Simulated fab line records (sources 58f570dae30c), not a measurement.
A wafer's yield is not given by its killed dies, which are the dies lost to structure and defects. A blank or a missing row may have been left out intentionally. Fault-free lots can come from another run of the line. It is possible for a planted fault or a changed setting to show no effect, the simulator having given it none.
The tool behind it: which one? | flow berkeley_cmos170 | 72 wafers from 24 lots sampled at 5 of the route's 331 steps

== WHAT THE GAUGES SHOWED, per wafer ==
UCB170_NWELL_THK_MEAS_02. Usual: for NWELL_OXIDE_THK the level is 26.6 nm and the standard deviation is 0.43.
lot  | measured    | on            | NWELL_OXIDE_THK (nm) | flag
L074 | day 2 08:44 | film_metro-02 | 26.4 26.7 26.3       |
L075 | day 2 08:44 | film_metro-01 | 26.3 26.5 26.4       |
L076 | day 2 18:43 | film_metro-04 | 27.4 27.1 27.3       |
L077 | day 2 18:45 | film_metro-01 | 26.2 26.4 26.5       |
L078 | day 3 01:40 | film_metro-01 | 26.7 26.8 26.7       |
L080 | day 3 09:51 | film_metro-01 | 26.5 26.4 26.6       |
L081 | day 3 09:51 | film_metro-04 | 26.9 26.7 26.7       |
L079 | day 3 09:52 | film_metro-02 | 26.2 26.2 26.0       |
L082 | day 3 19:43 | film_metro-02 | 26.2 26.6 27.0       |
L083 | day 4 01:10 | film_metro-04 | 26.7 26.5 26.6       |
L084 | day 4 05:01 | film_metro-02 | 25.9 26.0 25.9       |
L085 | day 4 11:32 | film_metro-02 | 26.2 26.5 26.6       |
L086 | day 4 14:13 | film_metro-02 | 27.0 26.9 26.9       |
L087 | day 4 20:28 | film_metro-01 | 26.3 26.3 26.5       |
L089 | day 5 02:59 | film_metro-02 | 27.0 26.7 26.6       |
L088 | day 5 03:01 | film_metro-04 | 25.9 25.8 25.9       |
L090 | day 5 18:10 | film_metro-01 | 26.4 26.4 26.6       |
L092 | day 6 02:17 | film_metro-04 | 26.6 26.4 26.9       |
L091 | day 6 02:18 | film_metro-01 | 26.1 26.8 26.7       |
L093 | day 6 02:18 | film_metro-02 | 25.5 25.9 25.6       |
L094 | day 6 02:21 | film_metro-01 | 26.1 26.1 26.1       |
L095 | day 6 12:11 | film_metro-01 | 27.3 27.4 27.3       |
L097 | day 6 17:48 | film_metro-04 | 27.1 27.3 26.8       |
L096 | day 6 17:49 | film_metro-01 | 26.6 26.6 26.7       |

UCB170_ACTIVE_THK_MEAS_06. Usual: for ACTIVE_NITRIDE_THK the level is 220.1 nm and the standard deviation is 2.3.
lot  | measured    | on            | ACTIVE_NITRIDE_THK (nm) | flag
L074 | day 4 13:36 | film_metro-03 | 221.3 222.3 222.0       |
L075 | day 4 13:32 | film_metro-03 | 223.0 222.5 222.2       |
L076 | day 5 14:28 | film_metro-02 | 221.5 221.9 221.6       |
L077 | day 5 14:30 | film_metro-03 | 217.9 220.2 217.2       |
L078 | day 5 14:29 | film_metro-04 | 221.6 221.4 219.0       |
L080 | day 6 05:55 | film_metro-02 | 222.3 222.5 222.5       |
L081 | day 6 05:55 | film_metro-04 | 221.7 221.2 221.6       |
L079 | day 6 05:56 | film_metro-03 | 219.5 220.3 220.8       |
L082 | day 6 11:26 | film_metro-03 | 223.2 223.2 223.2       |
L083 | day 6 20:17 | film_metro-02 | 219.3 220.7 220.1       |
L084 | day 6 20:17 | film_metro-03 | 220.0 220.2 219.9       |
L085 | day 7 02:33 | film_metro-02 | 223.8 223.6 222.6       |
L086 | day 7 02:33 | film_metro-03 | 221.5 222.4 221.4       |
L087 | day 7 12:29 | film_metro-02 | 220.5 220.3 221.9       |
L089 | day 7 12:29 | film_metro-04 | 219.4 220.2 223.4       |
L088 | day 7 12:30 | film_metro-03 | 221.9 219.9 220.7       |
L090 | day 8 06:55 | film_metro-03 | 214.2 214.6 217.3       |
L092 | day 9 03:29 | film_metro-02 | 219.3 217.3 217.2       |
L091 | day 8 16:52 | film_metro-03 | 216.8 216.9 217.3       |
L093 | day 8 16:52 | film_metro-04 | 220.3 219.2 218.4       |
L094 | day 8 16:51 | film_metro-02 | 221.5 217.7 218.9       |
L095 | day 9 03:29 | film_metro-03 | 218.4 218.4 219.1       |
L097 | day 9 10:48 | film_metro-04 | 217.4 218.2 218.2       |
L096 | day 9 10:45 | film_metro-04 | 214.5 215.0 217.8       |

UCB170_NLDD_OVL_MEAS_07. Usual: for NLDD_OVL the level is 3 nm and the standard deviation is 5.3.
lot  | measured     | on         | NLDD_OVL (nm) | flag
L074 | day 7 10:25  | overlay-02 | 2 6 0         |
L075 | day 7 09:50  | overlay-02 | 10 9 13       |
L076 | day 7 21:58  | overlay-02 | 12 1 5        |
L077 | day 7 22:52  | overlay-02 | -3 -1 2       |
L078 | day 7 22:32  | overlay-01 | 9 -4 0        |
L080 | day 8 15:47  | overlay-02 | 8 -2 10       |
L081 | day 8 15:14  | overlay-02 | 3 5 8         |
L079 | day 8 15:59  | overlay-01 | -6 0 -6       |
L082 | day 9 02:16  | overlay-01 | 1 3 -3        |
L083 | day 9 11:08  | overlay-01 | 2 2 5         |
L084 | day 9 10:53  | overlay-01 | 6 12 2        |
L085 | day 9 10:22  | overlay-01 | 1 -3 3        |
L086 | day 9 11:22  | overlay-01 | 7 8 1         |
L087 | day 10 00:20 | overlay-01 | -3 7 5        |
L089 | day 10 00:29 | overlay-01 | 10 12 4       |
L088 | day 10 00:37 | overlay-01 | -6 6 0        |
L090 | day 10 16:57 | overlay-02 | 11 8 9        |
L092 | day 11 16:38 | overlay-02 | 9 6 8         |
L091 | day 11 05:05 | overlay-01 | -4 -10 -2     |
L093 | day 11 06:11 | overlay-02 | -2 -6 -2      |
L094 | day 11 06:17 | overlay-01 | 4 2 12        |
L095 | day 11 16:14 | overlay-01 | 8 3 1         |
L097 | day 11 16:55 | overlay-02 | 3 4 2         |
L096 | day 11 16:31 | overlay-01 | 3 0 0         |

== WHAT TOOL EACH LOT RAN ON (gives the tool, then ch and the chambers of the sampled wafers, and finally the start) ==
lot  | UCB170_NWELL_ETCH_13              | UCB170_ACTIVE_ETCH_15
L074 | rie_diel-02 ch 0,3, day 2 18:34   | rie_diel-02 ch 0,2,3, day 4 16:11
L075 | rie_diel-04 ch 0,2,3, day 2 18:51 | rie_diel-03 ch 0,2, day 4 16:09
L076 | rie_diel-02 ch 0,1,2, day 3 06:37 | rie_diel-01 ch 0,1, day 5 15:52
L077 | rie_diel-04 ch 1,2,3, day 3 06:40 | rie_diel-02 ch 1,2, day 5 16:35
L078 | rie_diel-02 ch 2,3, day 3 08:28   | rie_diel-03 ch 0,1,2, day 5 15:55
L080 | rie_diel-02 ch 0,2,3, day 3 19:53 | rie_diel-02 ch 0,1, day 6 08:04
L081 | rie_diel-03 ch 0,3, day 3 20:05   | rie_diel-01 ch 1,2,3, day 6 07:49
L079 | rie_diel-04 ch 1,2,3, day 3 19:37 | rie_diel-02 ch 0,1, day 6 07:08
L082 | rie_diel-03 ch 0,1,2, day 4 04:56 | rie_diel-02 ch 0,1,2, day 6 14:00
L083 | rie_diel-02 ch 1,2,3, day 4 11:27 | rie_diel-03 ch 1,2,3, day 6 21:42
L084 | rie_diel-03 ch 2,3, day 4 13:06   | rie_diel-01 ch 0,1, day 6 21:28
L085 | rie_diel-03 ch 0,2, day 4 20:46   | rie_diel-01 ch 0,1,2, day 7 04:05
L086 | rie_diel-04 ch 0,2,3, day 4 20:40 | rie_diel-03 ch 2,3, day 7 04:13
L087 | rie_diel-02 ch 0,1,3, day 5 09:51 | rie_diel-02 ch 0,1,3, day 7 14:05
L089 | rie_diel-04 ch 0,2, day 5 10:07   | rie_diel-01 ch 1,3, day 7 13:41
L088 | rie_diel-02 ch 0,3, day 5 10:24   | rie_diel-03 ch 2,3, day 7 13:55
L090 | rie_diel-04 ch 2,3, day 6 03:17   | rie_diel-01 ch 2,3, day 8 07:58
L092 | rie_diel-03 ch 0,2,3, day 6 13:26 | rie_diel-03 ch 0,1, day 9 05:23
L091 | rie_diel-02 ch 0,1,3, day 6 13:42 | rie_diel-03 ch 2,3, day 8 18:04
L093 | rie_diel-04 ch 0,1,3, day 6 12:59 | rie_diel-02 ch 1,2,3, day 8 18:20
L094 | rie_diel-04 ch 0,2, day 6 13:32   | rie_diel-01 ch 1,3, day 8 18:14
L095 | rie_diel-02 ch 0,2,3, day 6 20:11 | rie_diel-02 ch 0,1,2, day 9 05:16
L097 | rie_diel-02 ch 0,2, day 7 04:18   | rie_diel-03 ch 2,3, day 9 12:23
L096 | rie_diel-04 ch 0,2, day 7 05:19   | rie_diel-02 ch 0,1,3, day 9 12:08
- UCB170_NWELL_ETCH_13: etches Si3N4 in CH3F/Ar/O2, stops on SiO2, target depth 246.4 nm, time 154 s.
- UCB170_ACTIVE_ETCH_15: etches Si3N4 in CH3F/Ar/O2, stops on SiO2, target depth 242 nm, time 151 s.

== AS READ BY THE TOOLS THEMSELVES (means over the sampled wafers that have a number; for cases with no such wafer, the mark the record gives instead) ==
UCB170_NWELL_ETCH_13. Usual: drypump_motor_current_A 5.5 A, standard deviation 0.33; mfc_ar_sccm 50.02 sccm, standard deviation 0.15; oes_product_au 0.939 a.u., standard deviation 0.015; throttle_valve_pct 8.05 %, standard deviation 0.12.
lot  | tool        | drypump_motor_current_A (A) | mfc_ar_sccm (sccm) | oes_product_au (a.u.) | throttle_valve_pct (%) | flag
L074 | rie_diel-02 | 5.8                         | 49.91              | 0.934                 | 7.99                   |
L075 | rie_diel-04 | 5.3                         | 50.07              | 0.930                 | 8.14                   |
L076 | rie_diel-02 | 5.5                         | 50.06              | 0.947                 | 8.07                   |
L077 | rie_diel-04 | 5.1                         | 50.11              | 0.929                 | 8.06                   |
L078 | rie_diel-02 | 5.8                         | 49.99              | 0.929                 | 7.96                   |
L080 | rie_diel-02 | 5.6                         | 50.00              | 0.945                 | 8.02                   |
L081 | rie_diel-03 | 6.0                         | 50.01              | 0.960                 | 7.92                   |
L079 | rie_diel-04 | 5.2                         | 50.07              | 0.923                 | 8.07                   |
L082 | rie_diel-03 | 5.9                         | 50.02              | 0.946                 | 8.04                   |
L083 | rie_diel-02 | 5.6                         | 50.05              | 0.932                 | 8.00                   |
L084 | rie_diel-03 | 5.6                         | 49.96              | 0.942                 | 8.03                   |
L085 | rie_diel-03 | 5.9                         | 50.04              | 0.962                 | 7.98                   |
L086 | rie_diel-04 | 5.3                         | 50.04              | 0.933                 | 8.15                   |
L087 | rie_diel-02 | 5.7                         | 50.10              | 0.959                 | 8.04                   |
L089 | rie_diel-04 | 5.3                         | 49.96              | 0.919                 | 8.18                   |
L088 | rie_diel-02 | 5.7                         | 50.04              | 0.945                 | 8.08                   |
L090 | rie_diel-04 | 5.3                         | 50.03              | 0.933                 | 8.19                   |
L092 | rie_diel-03 | 5.9                         | 50.10              | 0.952                 | 7.97                   |
L091 | rie_diel-02 | 5.7                         | 50.02              | 0.950                 | 8.04                   |
L093 | rie_diel-04 | 5.2                         | 50.14              | 0.942                 | 8.03                   |
L094 | rie_diel-04 | 5.3                         | 50.19              | 0.933                 | 8.17                   |
L095 | rie_diel-02 | 5.6                         | 50.04              | 0.947                 | 8.02                   |
L097 | rie_diel-02 | 5.4                         | 49.92              | 0.938                 | 8.05                   |
L096 | rie_diel-04 | 5.3                         | 50.05              | 0.926                 | 8.17                   |

UCB170_ACTIVE_ETCH_15. Usual: drypump_motor_current_A 5.7 A, standard deviation 0.31; mfc_ar_sccm 50.00 sccm, standard deviation 0.16; oes_product_au 0.938 a.u., standard deviation 0.012; throttle_valve_pct 8.04 %, standard deviation 0.12.
lot  | tool        | drypump_motor_current_A (A) | mfc_ar_sccm (sccm) | oes_product_au (a.u.) | throttle_valve_pct (%) | flag
L074 | rie_diel-02 | 5.6                         | 50.03              | 0.945                 | 8.03                   |
L075 | rie_diel-03 | 6.1                         | 50.03              | 0.965                 | 7.92                   |
L076 | rie_diel-01 | 5.9                         | 49.95              | 0.945                 | 7.91                   |
L077 | rie_diel-02 | 5.5                         | 49.94              | 0.927                 | 8.06                   |
L078 | rie_diel-03 | 5.9                         | 50.15              | 0.949                 | 8.04                   |
L080 | rie_diel-02 | 5.6                         | 50.07              | 0.948                 | 8.10                   |
L081 | rie_diel-01 | 5.6                         | 50.10              | 0.947                 | 8.08                   |
L079 | rie_diel-02 | 5.6                         | 49.93              | 0.943                 | 8.11                   |
L082 | rie_diel-02 | 5.5                         | 50.02              | 0.948                 | 8.07                   |
L083 | rie_diel-03 | 5.7                         | 50.15              | 0.930                 | 8.10                   |
L084 | rie_diel-01 | 5.9                         | 50.02              | 0.941                 | 7.91                   |
L085 | rie_diel-01 | 5.6                         | 49.99              | 0.948                 | 8.02                   |
L086 | rie_diel-03 | 5.7                         | 50.12              | 0.936                 | 8.04                   |
L087 | rie_diel-02 | 5.7                         | 49.83              | 0.942                 | 8.04                   |
L089 | rie_diel-01 | 5.5                         | 49.91              | 0.943                 | 7.95                   |
L088 | rie_diel-03 | 5.7                         | 50.03              | 0.926                 | 8.03                   |
L090 | rie_diel-01 | 5.7                         | 49.98              | 0.930                 | 8.21                   |
L092 | rie_diel-03 | 5.9                         | 50.11              | 0.935                 | 8.09                   |
L091 | rie_diel-03 | 5.7                         | 50.01              | 0.928                 | 8.04                   |
L093 | rie_diel-02 | 5.6                         | 49.87              | 0.933                 | 8.00                   |
L094 | rie_diel-01 | 5.9                         | 49.94              | 0.948                 | 8.01                   |
L095 | rie_diel-02 | 5.5                         | 50.01              | 0.932                 | 8.08                   |
L097 | rie_diel-03 | 5.7                         | 50.15              | 0.923                 | 8.03                   |
L096 | rie_diel-02 | 5.7                         | 50.06              | 0.927                 | 8.05                   |

== THE ANSWER, worked out from the rows above alone ==
Rule: take the mean of a lot's wafers that have a number; if it is more than 3 standard deviations from the usual mean, the lot is off. A lot without any number at a reading at which 4 lots or more have one is off too. All remaining lots with rows at the step are treated as sound. Order of review: gauges by route order, followed by the tools' own readings, for which a lot's mean as printed above is used. The first step at which some lot is off is used, and at that step the reading that is off furthest; a lot without a number counts as furthest.
Nothing can be told from this: no lot is off at any reading shown.

== WHAT THE SIMULATOR PUT IN ==
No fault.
